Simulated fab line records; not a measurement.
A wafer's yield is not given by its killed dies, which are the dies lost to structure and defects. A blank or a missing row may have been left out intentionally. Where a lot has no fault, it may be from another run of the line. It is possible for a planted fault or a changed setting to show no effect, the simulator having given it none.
fab line records	flow berkeley_cmos170	part 1 of 2: steps 1 to 31 of 40
record lots=5	wafers=15	last_day=10
route steps=331 shown ZERO@13 NWELL@14 PWELL@34
lots untouched by any fault: they come from a run of this same line in which no faults occurred
start_h: the number of hours between the record's first day and the start of the first shown wafer of the lot	wait_h: hours elapsed since this lot's preceding step	" same as the row above	L1.1+2: several wafers, shown together as one row	- value missing, or start not given	* or withheld: withheld	< > ~ a bound
route shown NAME@n: NAME is a module with steps in the file, n the number in the route of the first one	usual: average and standard deviation across the fault-free wafers	same: alike in all rows	chamber/n: place in a boat	sites: per-site readings	_std_site: how widely they spread, as a standard deviation	_edge_site: inner sites' mean taken away from outer sites' mean	radius_mm: for every site, how far away it sits from the centre of the wafer	mask NAME#n: copy n	behind: the last tool/chamber to shape the wafer	hold: reason for holding the lot/hours on hold/outcome of the hold	device: names the non-switching transistor (n, p or np)	end of line: the same wafers' tests at the end of the route	a step with no rows: only its recipe	killed: not the wafer's yield, but the dies lost to structure and defects at the first sort	map: shows each die of a wafer: x if killed, . if not, _ if none is there
set.NAME: the setting the step ran with; set.NAME@STEP: the setting that earlier step ran with	model.NAME: the simulator's own value behind a step, which no gauge read
lots at some steps of the route; a table a step, a row a wafer
services: the hour from which a tool's chamber was out of use, counted from the record's first day as start_h (under 0 if before that day), plus the number of hours and why
## steps
# step UCB170_ZERO_STRIP_07
# recipe chemistry=O2	power_w=400	pressure_mtorr=3500	platen_temp_c=withheld	o2_flow_sccm=400	overash_fraction=0.5
# usual drypump_motor_current_A=5.6/0.35	o2_flow_sccm=400.0/1.2	oes_product_au=0.727/0.0048	strip_time_to_endpoint_s=21.49/0.066
lot.wafer	tool	chamber	start_h	wait_h	drypump_motor_current_A	o2_flow_sccm	oes_product_au	rf_hours_counter_h	strip_time_to_endpoint_s
L074.2	plasma_asher-03	1	19.80	0.0	5.5	399.0	0.728	28	21.54
L074.3	"	0	"	"	5.3	398.8	0.734	-	21.52
L074.6	"	1	"	"	5.5	398.0	0.726	-	21.45
L076.2	plasma_asher-01	0	27.87	0.0	5.7	397.3	0.724	31	21.47
L076.5	"	1	"	"	5.2	403.0	0.729	-	21.52
L076.6	"	0	"	"	5.7	398.8	0.725	-	21.48
L078.2	plasma_asher-03	1	41.98	0.0	5.5	398.7	0.731	30	21.42
L078.5	"	1	"	"	5.5	399.5	0.728	-	21.27
L078.6	"	0	"	"	5.2	400.3	0.721	-	21.43
L079.1	plasma_asher-01	0	42.26	0.0	5.7	399.5	0.725	33	21.37
L079.4	"	0	"	"	5.7	399.2	0.730	-	21.34
L079.6	"	1	"	"	5.2	400.1	0.727	-	21.43
L089.3	plasma_asher-01	0	98.00	0.0	5.7	401.6	0.715	-	21.45
L089.4	"	1	"	"	5.2	400.7	0.728	-	21.55
L089.5	"	1	"	"	5.3	399.6	0.722	-	21.54
# step UCB170_NWELL_WET_ETCH_00
# recipe chemistry=dHF	dilution=25:1	target=SiO2	temp_c=25	time_s=200
lot.wafer	tool	chamber	start_h	wait_h
L074.2+3+6	wet_bench-03	1	19.90	0.1
L076.2+5+6	wet_bench-03	1	28.08	0.2
L078.2+5+6	wet_bench-03	3	42.32	0.3
L079.1+4+6	wet_bench-03	3	42.39	0.1
L089.3+4+5	wet_bench-04	3	99.46	1.4
# step UCB170_NWELL_OXIDATION_01
# recipe temp_c=1000	ambient=O2	target_thk_a=264	ox_time_s=1260
# usual ox_temp_c_max=1005.3/1.6
# same ox_time_s=1260
lot.wafer	tool	chamber	start_h	wait_h	ox_temp_c_max
L074.2	furnace-01	0	21.73	1.8	1008.6
L074.3	"	0	"	"	1004.6
L074.6	"	0	"	"	1005.6
L076.2	furnace-03	0	29.87	1.7	1002.3
L076.5	"	0	"	"	1004.5
L076.6	"	0	"	"	1003.2
L078.2	furnace-03	0	45.28	2.9	1004.3
L078.5	"	0	"	"	1003.8
L078.6	"	0	"	"	1003.3
L079.1	furnace-03	0	45.28	2.8	1004.0
L079.4	"	0	"	"	1003.2
L079.6	"	0	"	"	1003.1
L089.3	furnace-04	0	101.72	2.2	1004.7
L089.4	"	0	"	"	1005.6
L089.5	"	0	"	"	1004.9
# step UCB170_NWELL_THK_MEAS_02
# recipe reads=SiO2_of_NWELL_OXIDATION_01
# usual NWELL_OXIDE_THK=26.1/0.45
lot.wafer	tool	chamber	start_h	wait_h	NWELL_OXIDE_THK[nm]
L074.2	film_metro-03	-	23.09	0.0	26.3
L074.3	"	-	"	"	26.1
L074.6	"	-	"	"	25.9
L076.2	film_metro-03	-	31.23	0.0	26.0
L076.5	"	-	"	"	26.4
L076.6	"	-	"	"	26.3
L078.2	film_metro-02	-	46.64	0.0	26.4
L078.5	"	-	"	"	26.6
L078.6	"	-	"	"	26.5
L079.1	film_metro-01	-	46.66	0.0	26.3
L079.4	"	-	"	"	26.3
L079.6	"	-	"	"	26.5
L089.3	film_metro-03	-	103.09	0.0	26.1
L089.4	"	-	"	"	26.1
L089.5	"	-	"	"	25.9
# step UCB170_NWELL_ANNEAL_03
# recipe temp_c=1000	time_s=900	ambient=N2
lot.wafer	tool	chamber	start_h	wait_h
L074.2+3+6	furnace-04	0	24.69	1.6
L076.2+5+6	furnace-03	0	34.22	3.0
L078.2+5+6	furnace-03	0	49.47	2.8
L079.1+4+6	furnace-03	0	49.47	2.8
L089.3+4+5	furnace-01	0	105.27	2.2
# step UCB170_NWELL_CVD_04
# recipe material=Si3N4	target_thk_nm=224	temp_c=800	precursor=SiH2Cl2/NH3	time_s=3360	pressure_mtorr=200	sih2cl2_flow_sccm=25	nh3_flow_sccm=75
lot.wafer	tool	chamber	start_h	wait_h
L074.2+3+6	lpcvd-02	1	28.25	2.3
L076.2+5+6	lpcvd-02	1	35.47	0.0
L078.2+5+6	lpcvd-02	1	50.72	0.0
L079.1+4+6	lpcvd-02	0	50.72	0.0
L089.3+4+5	lpcvd-01	1	106.52	0.0
# step UCB170_NWELL_THK_MEAS_05
# recipe reads=Si3N4_of_NWELL_CVD_04
# usual NWELL_NITRIDE_THK=225.2/1.7
lot.wafer	tool	chamber	start_h	wait_h	NWELL_NITRIDE_THK[nm]
L074.2	film_metro-02	-	30.19	0.0	224.8
L074.3	"	-	"	"	224.8
L074.6	"	-	"	"	222.8
L076.2	film_metro-03	-	37.42	0.0	224.3
L076.5	"	-	"	"	226.2
L076.6	"	-	"	"	223.5
L078.2	film_metro-03	-	52.66	0.0	224.9
L078.5	"	-	"	"	225.7
L078.6	"	-	"	"	225.4
L079.1	film_metro-02	-	52.67	0.0	228.2
L079.4	"	-	"	"	227.1
L079.6	"	-	"	"	229.0
L089.3	film_metro-03	-	108.48	0.0	223.5
L089.4	"	-	"	"	223.0
L089.5	"	-	"	"	222.5
# step UCB170_NWELL_HMDS_06
# recipe prime_time_s=60	prime_temp_c=100
lot.wafer	tool	chamber	start_h	wait_h
L074.2+3+6	litho_track-04	0	30.27	0.1
L076.2+5+6	litho_track-03	0	37.61	0.2
L078.2+5+6	litho_track-03	0	52.74	0.1
L079.1+4+6	litho_track-04	0	52.85	0.2
L089.3+4+5	litho_track-03	0	108.81	0.3
# step UCB170_NWELL_COAT_07
# recipe resist=KrF	spin_rpm=1500	resist_thk_nm=900
lot.wafer	tool	chamber	start_h	wait_h
L074.2+3+6	litho_track-04	0	30.42	0.1
L076.2+5+6	litho_track-03	0	37.76	0.1
L078.2+5+6	litho_track-03	0	52.89	0.1
L079.1+4+6	litho_track-04	0	53.00	0.1
L089.3+4+5	litho_track-03	0	108.96	0.1
# step UCB170_NWELL_SOFTBAKE_08
# recipe resist=KrF	temp_c=130	time_s=60
lot.wafer	tool	chamber	start_h	wait_h
L074.2+3+6	litho_track-04	0	30.57	0.1
L076.2+5+6	litho_track-03	0	37.91	0.1
L078.2+5+6	litho_track-03	0	53.04	0.1
L079.1+4+6	litho_track-04	0	53.15	0.1
L089.3+4+5	litho_track-03	0	109.11	0.1
# step UCB170_NWELL_EXPOSE_09
# recipe mask_id=NWELL	target_cd_nm=3000	na=0.5	sigma_outer=0.6	source_shape=conventional	dose_mj=25
# usual focus_offset_nm=-0.1/0.54
lot.wafer	tool	chamber	start_h	wait_h	mask	focus_offset_nm
L074.2	krf_scanner-02	0	30.71	0.1	NWELL#0	0.4
L074.3	"	0	"	"	NWELL#0	0.1
L074.6	"	0	"	"	NWELL#0	0.4
L076.2	krf_scanner-01	0	38.05	0.1	NWELL#0	0.7
L076.5	"	0	"	"	NWELL#0	0.7
L076.6	"	0	"	"	NWELL#0	0.8
L078.2	krf_scanner-02	0	53.31	0.2	NWELL#0	-0.4
L078.5	"	0	"	"	NWELL#0	0.7
L078.6	"	0	"	"	NWELL#0	-0.4
L079.1	krf_scanner-01	0	53.53	0.4	NWELL#0	-0.3
L079.4	"	0	"	"	NWELL#0	-0.3
L079.6	"	0	"	"	NWELL#0	-0.7
L089.3	krf_scanner-02	0	109.24	0.1	NWELL#0	0.5
L089.4	"	0	"	"	NWELL#0	-0.2
L089.5	"	0	"	"	NWELL#0	-0.2
# step UCB170_NWELL_PEB_10
# recipe peb_temp_c=130	peb_time_s=withheld	resist=KrF
lot.wafer	tool	chamber	start_h	wait_h
L074.2+3+6	litho_track-03	0	30.83	0.1
L076.2+5+6	litho_track-01	0	38.46	0.4
L078.2+5+6	litho_track-01	0	53.43	0.1
L079.1+4+6	litho_track-01	0	53.68	0.1
L089.3+4+5	litho_track-03	0	109.37	0.1
# step UCB170_NWELL_DEVELOP_11
# recipe developer=TMAH	develop_time_s=45	resist=KrF	dev_temp_c=21
# usual developer_temp_C=21.00/0.11
lot.wafer	tool	chamber	start_h	wait_h	developer_temp_C
L074.2	litho_track-03	0	-	-	20.99
L074.3	"	0	"	"	21.10
L074.6	"	0	"	"	21.04
L076.2	litho_track-01	0	-	-	20.82
L076.5	"	0	"	"	20.84
L076.6	"	0	"	"	21.00
L078.2	litho_track-01	0	-	-	20.88
L078.5	"	0	"	"	21.07
L078.6	"	0	"	"	21.05
L079.1	litho_track-01	0	-	-	20.95
L079.4	"	0	"	"	21.01
L079.6	"	0	"	"	20.91
L089.3	litho_track-03	0	-	-	20.89
L089.4	"	0	"	"	21.16
L089.5	"	0	"	"	20.93
# step UCB170_NWELL_OVL_MEAS_12
# usual NWELL_OVL=-3/5
lot.wafer	tool	chamber	start_h	wait_h	NWELL_OVL[nm]
L074.2	overlay-02	-	31.09	-	-5
L074.3	"	-	"	"	-3
L074.6	"	-	"	"	-1
L076.2	overlay-02	-	38.71	-	5
L076.5	"	-	"	"	-9
L076.6	"	-	"	"	-7
L078.2	overlay-02	-	53.68	-	-3
L078.5	"	-	"	"	-4
L078.6	"	-	"	"	-8
L079.1	overlay-02	-	53.96	-	-1
L079.4	"	-	"	"	-1
L079.6	"	-	"	"	-10
L089.3	overlay-01	-	109.61	-	2
L089.4	"	-	"	"	10
L089.5	"	-	"	"	7
# step UCB170_NWELL_ETCH_13
# recipe chemistry=CH3F/Ar/O2	target=Si3N4	stop_on=SiO2	CH3F_flow_sccm=20	Ar_flow_sccm=50	O2_flow_sccm=7	pressure_mtorr=50	rf_w=450	target_depth_a=2464	over_etch_frac=0.1	time_s=154
# usual drypump_motor_current_A=5.6/0.49	oes_product_au=0.938/0.015	throttle_valve_pct=8.08/0.11
lot.wafer	tool	chamber	start_h	wait_h	drypump_motor_current_A	oes_product_au	rf_hours_counter_h	throttle_valve_pct
L074.2	rie_diel-04	3	31.12	0.0	5.7	0.944	139	8.14
L074.3	"	0	"	"	6.0	0.959	2	8.18
L074.6	"	2	"	"	6.1	0.931	-	8.06
L076.2	rie_diel-01	0	38.74	0.0	4.9	0.911	123	8.03
L076.5	"	2	"	"	5.0	0.925	-	8.03
L076.6	"	0	"	"	4.9	0.912	-	8.01
L078.2	rie_diel-01	1	53.71	0.0	6.4	0.941	103	7.91
L078.5	"	2	"	"	5.0	0.919	-	8.04
L078.6	"	1	"	"	6.4	0.949	-	7.92
L079.1	rie_diel-04	0	54.00	0.0	6.0	0.962	2	8.16
L079.4	"	1	"	"	5.7	0.929	123	8.15
L079.6	"	3	"	"	5.8	0.955	-	8.13
L089.3	rie_diel-01	1	109.63	0.0	6.4	0.937	106	7.92
L089.4	"	2	"	"	5.1	0.919	31	8.03
L089.5	"	0	"	"	4.9	0.911	-	8.02
# step UCB170_NWELL_IMPLANT_14
# recipe species=P	dose_cm2=1e+13	energy_kev=150	tilt_deg=7
lot.wafer	tool	chamber	start_h	wait_h
L074.2+3+6	implanter-04	0	31.25	0.1
L076.2+5+6	implanter-02	0	38.87	0.1
L078.2+5+6	implanter-02	0	53.84	0.1
L079.1+4+6	implanter-01	0	54.10	0.1
L089.3+4+5	implanter-02	0	109.79	0.1
# step UCB170_NWELL_STRIP_15
# recipe chemistry=O2	power_w=400	pressure_mtorr=3500	platen_temp_c=withheld	o2_flow_sccm=400	overash_fraction=0.5
# usual drypump_motor_current_A=5.8/0.31	o2_flow_sccm=399.9/1.1	oes_product_au=0.721/0.0047	strip_time_to_endpoint_s=18.01/0.088
lot.wafer	tool	chamber	start_h	wait_h	drypump_motor_current_A	o2_flow_sccm	oes_product_au	rf_hours_counter_h	strip_time_to_endpoint_s
L074.2	plasma_asher-02	1	31.37	0.1	5.6	400.3	0.723	23	18.04
L074.3	"	0	"	"	6.2	400.3	0.718	-	18.03
L074.6	"	1	"	"	5.6	398.8	0.715	-	18.12
L076.2	plasma_asher-04	1	39.00	0.1	6.1	399.4	0.713	32	17.90
L076.5	"	1	"	"	6.1	399.2	0.726	-	17.85
L076.6	"	0	"	"	5.7	400.3	0.724	-	17.91
L078.2	plasma_asher-04	1	53.97	0.1	6.1	400.4	0.717	34	17.94
L078.5	"	0	"	"	5.8	398.2	0.723	-	17.98
L078.6	"	1	"	"	6.1	400.2	0.720	-	17.93
L079.1	plasma_asher-01	1	54.25	0.1	5.3	398.8	0.720	34	18.06
L079.4	"	1	"	"	5.2	399.2	0.724	-	17.93
L079.6	"	1	"	"	5.2	399.2	0.721	-	18.03
L089.3	plasma_asher-01	1	109.92	0.1	5.3	400.5	0.714	-	18.03
L089.4	"	0	"	"	5.7	401.9	0.728	-	18.05
L089.5	"	0	"	"	5.7	400.3	0.721	-	18.09
# step UCB170_NWELL_TW_MEAS_16
# usual NWELL_TW=1241/7.7
lot.wafer	tool	chamber	start_h	wait_h	NWELL_TW
L074.2	film_metro-02	-	31.48	0.1	1245
L074.3	"	-	"	"	1238
L074.6	"	-	"	"	1249
L076.2	film_metro-03	-	39.11	0.1	1227
L076.5	"	-	"	"	1222
L076.6	"	-	"	"	1221
L078.2	film_metro-02	-	54.08	0.1	1246
L078.5	"	-	"	"	1254
L078.6	"	-	"	"	1252
L079.1	film_metro-03	-	54.35	0.1	1238
L079.4	"	-	"	"	1232
L079.6	"	-	"	"	1236
L089.3	film_metro-02	-	110.01	0.1	1249
L089.4	"	-	"	"	1247
L089.5	"	-	"	"	1243
# step UCB170_NWELL_CLEAN_17
# recipe chemistry=SPM	temp_c=120	time_s=600
# usual bath_guard_temp_C=119.6/0.37
lot.wafer	tool	chamber	start_h	wait_h	bath_guard_temp_C
L074.2	wet_bench-01	2	31.53	0.0	119.9
L074.3	"	2	"	"	119.8
L074.6	"	2	"	"	119.7
L076.2	wet_bench-04	3	41.44	2.3	120.2
L076.5	"	3	"	"	120.0
L076.6	"	3	"	"	120.2
L078.2	wet_bench-01	0	54.13	0.0	119.7
L078.5	"	0	"	"	119.2
L078.6	"	0	"	"	119.8
L079.1	wet_bench-01	3	54.46	0.1	119.2
L079.4	"	3	"	"	119.5
L079.6	"	3	"	"	119.3
L089.3	wet_bench-03	3	110.17	0.2	120.1
L089.4	"	3	"	"	119.7
L089.5	"	3	"	"	119.9
# step UCB170_NWELL_WET_ETCH_18
# recipe chemistry=H3PO4	target=Si3N4	temp_c=160	time_s=14400
# usual bath_guard_temp_C=159.6/0.45
lot.wafer	tool	chamber	start_h	wait_h	bath_guard_temp_C
L074.2	wet_bench-03	3	31.71	0.0	159.7
L074.3	"	3	"	"	159.9
L074.6	"	3	"	"	160.0
L076.2	wet_bench-01	0	41.74	0.1	158.9
L076.5	"	0	"	"	159.6
L076.6	"	0	"	"	159.2
L078.2	wet_bench-04	2	54.32	0.0	159.2
L078.5	"	2	"	"	158.8
L078.6	"	2	"	"	159.5
L079.1	wet_bench-01	3	54.65	0.0	159.3
L079.4	"	3	"	"	159.3
L079.6	"	3	"	"	159.3
L089.3	wet_bench-01	3	110.39	0.0	159.3
L089.4	"	3	"	"	159.2
L089.5	"	3	"	"	159.6
# step UCB170_NWELL_WET_ETCH_19
# recipe chemistry=BOE	dilution=5:1	target=SiO2	temp_c=25	time_s=22
lot.wafer	tool	chamber	start_h	wait_h
L074.2+3+6	wet_bench-04	0	35.72	0.0
L076.2+5+6	wet_bench-01	0	45.75	0.0
L078.2+5+6	wet_bench-04	1	58.85	0.5
L079.1+4+6	wet_bench-04	3	59.10	0.1
L089.3+4+5	wet_bench-04	3	114.56	0.2
# step UCB170_PWELL_CLEAN_00
# recipe chemistry=SPM	temp_c=120	time_s=600
# usual bath_guard_temp_C=119.8/0.46
lot.wafer	tool	chamber	start_h	wait_h	bath_guard_temp_C
L074.2	wet_bench-03	1	35.73	0.0	119.2
L074.3	"	1	"	"	119.0
L074.6	"	1	"	"	119.2
L076.2	wet_bench-01	1	45.76	0.0	119.8
L076.5	"	1	"	"	119.6
L076.6	"	1	"	"	119.6
L078.2	wet_bench-01	1	59.05	0.2	119.7
L078.5	"	1	"	"	119.7
L078.6	"	1	"	"	119.8
L079.1	wet_bench-04	1	59.12	0.0	120.4
L079.4	"	1	"	"	120.3
L079.6	"	1	"	"	120.6
L089.3	wet_bench-04	3	114.59	0.0	120.0
L089.4	"	3	"	"	119.9
L089.5	"	3	"	"	120.2
# step UCB170_PWELL_CLEAN_01
# recipe chemistry=dHF	dilution=25:1	time_s=60
lot.wafer	tool	chamber	start_h	wait_h
L074.2+3+6	wet_bench-03	0	35.92	0.0
L076.2+5+6	wet_bench-03	2	45.94	0.0
L078.2+5+6	wet_bench-01	2	59.22	0.0
L079.1+4+6	wet_bench-01	0	59.29	0.0
L089.3+4+5	wet_bench-01	3	114.81	0.0
# step UCB170_PWELL_OXIDATION_02
# recipe temp_c=1000	ambient=O2	target_thk_a=264	ox_time_s=1260
# usual ox_temp_c_max=1004.7/1.8
# same ox_time_s=1260
lot.wafer	tool	chamber	start_h	wait_h	ox_temp_c_max
L074.2	furnace-02	0	38.28	2.3	1006.0
L074.3	"	0	"	"	1006.6
L074.6	"	0	"	"	1004.8
L076.2	furnace-02	0	48.07	2.1	1006.3
L076.5	"	0	"	"	1005.3
L076.6	"	0	"	"	1005.4
L078.2	furnace-02	0	63.17	3.9	1006.2
L078.5	"	0	"	"	1007.6
L078.6	"	0	"	"	1006.1
L079.1	furnace-02	0	63.17	3.8	1005.5
L079.4	"	0	"	"	1005.8
L079.6	"	0	"	"	1007.4
L089.3	furnace-03	0	117.76	2.9	1003.6
L089.4	"	0	"	"	1004.1
L089.5	"	0	"	"	1002.7
# step UCB170_PWELL_THK_MEAS_03
# recipe reads=SiO2_of_PWELL_OXIDATION_02
# usual PWELL_OXIDE_THK=26.3/0.45
lot.wafer	tool	chamber	start_h	wait_h	PWELL_OXIDE_THK[nm]
L074.2	film_metro-02	-	39.64	0.0	26.0
L074.3	"	-	"	"	26.1
L074.6	"	-	"	"	26.5
L076.2	film_metro-02	-	49.43	0.0	26.4
L076.5	"	-	"	"	25.6
L076.6	"	-	"	"	25.6
L079.1	film_metro-01	-	64.52	0.0	26.5
L079.4	"	-	"	"	27.1
L079.6	"	-	"	"	26.7
L078.2	film_metro-02	-	64.53	0.0	27.1
L078.5	"	-	"	"	26.6
L078.6	"	-	"	"	26.7
L089.3	film_metro-02	-	119.13	0.0	26.0
L089.4	"	-	"	"	26.2
L089.5	"	-	"	"	26.0
# step UCB170_PWELL_ANNEAL_04
# recipe temp_c=1000	time_s=900	ambient=N2
lot.wafer	tool	chamber	start_h	wait_h
L074.2+3+6	furnace-04	0	42.14	2.5
L076.2+5+6	furnace-02	0	50.92	1.5
L078.2+5+6	furnace-02	0	68.45	3.9
L079.1+4+6	furnace-02	0	68.45	3.9
L089.3+4+5	furnace-04	0	119.94	0.8
# step UCB170_PWELL_CVD_05
# recipe material=Si3N4	target_thk_nm=220	temp_c=800	precursor=SiH2Cl2/NH3	time_s=3300	pressure_mtorr=200	sih2cl2_flow_sccm=25	nh3_flow_sccm=75
lot.wafer	tool	chamber	start_h	wait_h
L074.2+3+6	lpcvd-01	1	43.39	0.0
L076.2+5+6	lpcvd-02	0	52.65	0.5
L078.2+5+6	lpcvd-02	1	69.70	0.0
L079.1+4+6	lpcvd-02	0	69.70	0.0
L089.3+4+5	lpcvd-02	1	121.19	0.0
# step UCB170_PWELL_THK_MEAS_06
# recipe reads=Si3N4_of_PWELL_CVD_05
# usual PWELL_NITRIDE_THK=220.3/2
lot.wafer	tool	chamber	start_h	wait_h	PWELL_NITRIDE_THK[nm]
L074.2	film_metro-02	-	45.32	0.0	220.5
L074.3	"	-	"	"	218.0
L074.6	"	-	"	"	221.5
L076.2	film_metro-04	-	54.58	0.0	220.3
L076.5	"	-	"	"	221.5
L076.6	"	-	"	"	221.5
L078.2	film_metro-04	-	71.63	0.0	218.2
L078.5	"	-	"	"	219.0
L078.6	"	-	"	"	217.4
L079.1	film_metro-01	-	71.67	0.1	219.4
L079.4	"	-	"	"	219.7
L079.6	"	-	"	"	218.6
L089.3	film_metro-02	-	123.13	0.0	217.1
L089.4	"	-	"	"	220.3
L089.5	"	-	"	"	219.4
# step UCB170_PWELL_HMDS_07
# recipe prime_time_s=60	prime_temp_c=100
lot.wafer	tool	chamber	start_h	wait_h
L074.2+3+6	litho_track-04	0	46.02	0.7
L076.2+5+6	litho_track-02	0	54.65	0.1
L078.2+5+6	litho_track-02	0	71.92	0.3
L079.1+4+6	litho_track-04	0	72.01	0.3
L089.3+4+5	litho_track-04	0	123.56	0.4
# step UCB170_PWELL_COAT_08
# recipe resist=KrF	spin_rpm=1500	resist_thk_nm=900
lot.wafer	tool	chamber	start_h	wait_h
L074.2+3+6	litho_track-04	0	46.17	0.1
L076.2+5+6	litho_track-02	0	54.80	0.1
L078.2+5+6	litho_track-02	0	72.07	0.1
L079.1+4+6	litho_track-04	0	72.16	0.1
L089.3+4+5	litho_track-04	0	123.71	0.1
# step UCB170_PWELL_SOFTBAKE_09
# recipe resist=KrF	temp_c=130	time_s=60
lot.wafer	tool	chamber	start_h	wait_h
L074.2+3+6	litho_track-04	0	46.32	0.1
L076.2+5+6	litho_track-02	0	54.95	0.1
L078.2+5+6	litho_track-02	0	72.22	0.1
L079.1+4+6	litho_track-04	0	72.31	0.1
L089.3+4+5	litho_track-04	0	123.86	0.1
